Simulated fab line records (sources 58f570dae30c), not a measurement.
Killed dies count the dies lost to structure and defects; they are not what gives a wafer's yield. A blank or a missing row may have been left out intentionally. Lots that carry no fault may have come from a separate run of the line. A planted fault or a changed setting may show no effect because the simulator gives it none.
What tool caused it? | flow berkeley cmos170 | 14 lots with 42 wafers sampled at 2 steps, on a route of 331 steps

## WHAT THE GAUGES SHOWED, per wafer
UCB170_M2_CD_MEAS_15: the cd target is 700 nm.
lot  | measured     | on        | cd nm (nm)
L320 | day 8 09:35  | cd sem-02 | 697.8 698.8 698.4
L321 | day 8 23:43  | cd sem-02 | 699.0 698.7 699.3
L323 | day 9 11:26  | cd sem-02 | 697.7 697.3 698.5
L325 | day 9 15:35  | cd sem-02 | 702.5 701.3 703.0
L324 | day 9 18:26  | cd sem-02 | 699.9 700.5 699.4
L327 | day 10 02:40 | cd sem-02 | 699.7 699.5 699.5
L331 | day 11 01:41 | cd sem-02 | 698.7 698.3 699.4
L334 | day 11 17:19 | cd sem-02 | 699.7 701.0 700.4
L332 | day 11 18:20 | cd sem-02 | 692.1 692.2 691.9
L335 | day 12 14:08 | cd sem-02 | 695.3 696.6 695.8
L336 | day 12 15:45 | cd sem-02 | 701.3 700.6 701.9
L339 | day 13 13:58 | cd sem-02 | 700.9 701.2 702.8
L340 | day 13 14:59 | cd sem-01 | 699.7 699.4 699.1
L342 | day 14 06:39 | cd sem-01 | 698.4 699.9 700.0

## TOOL THAT RAN EACH LOT (tool first, then ch and the chambers of the sampled wafers, then the start)
lot  | UCB170_M2_COAT_10
L320 | litho track-04 ch 0, day 8 08:00
L321 | litho track-04 ch 0, day 8 22:00
L323 | litho track-03 ch 0, day 9 10:00
L325 | litho track-02 ch 0, day 9 14:00
L324 | litho track-03 ch 0, day 9 17:00
L327 | litho track-04 ch 0, day 10 01:00
L331 | litho track-02 ch 0, day 11 00:00
L334 | litho track-02 ch 0, day 11 15:00
L332 | litho track-04 ch 0, day 11 17:00
L335 | litho track-04 ch 0, day 12 13:00
L336 | litho track-02 ch 0, day 12 15:00
L339 | litho track-02 ch 0, day 13 13:00
L340 | litho track-03 ch 0, day 13 14:00
L342 | litho track-02 ch 0, day 14 05:00
- UCB170_M2_COAT_10: resist thk 900 nm.

## WHAT THE TOOLS THEMSELVES READ (means of the sampled wafers that have a number; where no wafer has one, the mark that the record gives instead)
The record holds no such reading with a usual standard deviation.

## THE ANSWER, worked out from the rows above alone
Rule: what is usual is taken from the lots themselves. Put in order of their means at a reading, lots are off if they are a third of the lots or fewer, leave a main group of 4 or more, and stand apart from it by a gap of 3 or more times the standard deviation of the main group's means; of several such gaps the widest counts. Not used: any main group whose means are identical at the precision the tables above print for the reading. A lot without any number at a reading at which 4 lots or more have one is off too. All remaining lots with rows at the step are treated as sound. First the gauges in route order, then the tools' own readings, where a lot's mean is used as printed above. The first step at which some lot is off is used, and at that step the reading that is off furthest; a lot without a number counts as furthest.
No lot is off on any of the readings shown, so nothing can be concluded from this.

## WHAT THE SIMULATOR HAD PUT IN
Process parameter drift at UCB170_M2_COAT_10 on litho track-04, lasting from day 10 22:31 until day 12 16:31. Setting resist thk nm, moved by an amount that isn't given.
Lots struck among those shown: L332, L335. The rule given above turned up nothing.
